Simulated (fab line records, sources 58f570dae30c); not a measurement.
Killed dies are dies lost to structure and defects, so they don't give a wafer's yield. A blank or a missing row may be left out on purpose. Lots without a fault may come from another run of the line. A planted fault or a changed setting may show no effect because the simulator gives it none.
Which tool did it? | flow berkeley_cmos170 | 7 lots, 21 wafers sampled, at 3 steps of a route of 331

WHAT THE GAUGES READ, wafer by wafer
UCB170_M3_RS_MEAS_02: measures by four-point-probe.
lot  | measured     | on            | M3_AL_RS (ohm/sq)
L369 | day 7 15:31  | film_metro-03 | 0.0317 0.0324 0.0320
L371 | day 8 01:11  | film_metro-01 | 0.0327 0.0323 0.0318
L372 | day 8 02:05  | film_metro-02 | 0.0325 0.0326 0.0326
L376 | day 9 04:52  | film_metro-03 | 0.0378 0.0370 0.0368
L387 | day 11 12:54 | film_metro-02 | 0.0327 0.0331 0.0324
L389 | day 12 11:35 | film_metro-01 | 0.0321 0.0321 0.0315
L391 | day 12 19:47 | film_metro-01 | 0.0328 0.0320 0.0320

WHICH TOOL RAN EACH LOT (tool, then ch and the chambers of the sampled wafers, then the start)
lot  | UCB170_V1_ETCH_14                  | UCB170_M3_SPUTTER_01
L369 | rie_diel-02 ch 0,1, day 7 08:01    | pvd_sputter-01, day 7 15:23
L371 | rie_diel-04 ch 1,2,3, day 7 19:34  | pvd_sputter-03, day 8 01:04
L372 | rie_diel-04 ch 1,3, day 7 19:52    | pvd_sputter-01, day 8 01:57
L376 | rie_diel-02 ch 1,3, day 8 22:29    | pvd_sputter-03, day 9 04:46
L387 | rie_diel-03 ch 1,3, day 11 06:56   | pvd_sputter-01, day 11 12:47
L389 | rie_diel-03 ch 0,1,3, day 12 05:19 | pvd_sputter-03, day 12 11:27
L391 | rie_diel-03 ch 0,1,3, day 12 13:50 | pvd_sputter-01, day 12 19:40
- UCB170_V1_ETCH_14: etches SiO2 in CHF3/CF4/Ar, stops on Al, target depth 1250 nm, time 291 s.
- UCB170_M3_SPUTTER_01: material Al, target thk 900 nm, time 120 s.

THE ANSWER, worked out from the rows above alone
Rule: what is usual is taken from the lots themselves. Put in order of their means at a reading, lots are off if they are a third of the lots or fewer, leave a main group of 4 or more, and stand apart from it by a gap of 3 or more times the standard deviation of the main group's means; of several such gaps the widest counts. A main group whose means are all the same, to the digits that the tables above print for the reading, isn't used. A lot without any number at a reading at which 4 lots or more have one is off too. The other lots that the step has rows for count as sound.
Off: L376, at UCB170_M3_RS_MEAS_02 (M3_AL_RS). The main group: mean 0.0323 ohm/sq, standard deviation 0.00029.
A tool fits if, at a process step before that reading, it ran every lot that is off, and no sound lot after the first of them. The gauges at UCB170_M3_RS_MEAS_02 are tried like those tools. Can't be told from this: 2 tools fit, rie_diel-02 at UCB170_V1_ETCH_14, film_metro-03 at UCB170_M3_RS_MEAS_02.

WHAT THE SIMULATOR HAD PUT IN
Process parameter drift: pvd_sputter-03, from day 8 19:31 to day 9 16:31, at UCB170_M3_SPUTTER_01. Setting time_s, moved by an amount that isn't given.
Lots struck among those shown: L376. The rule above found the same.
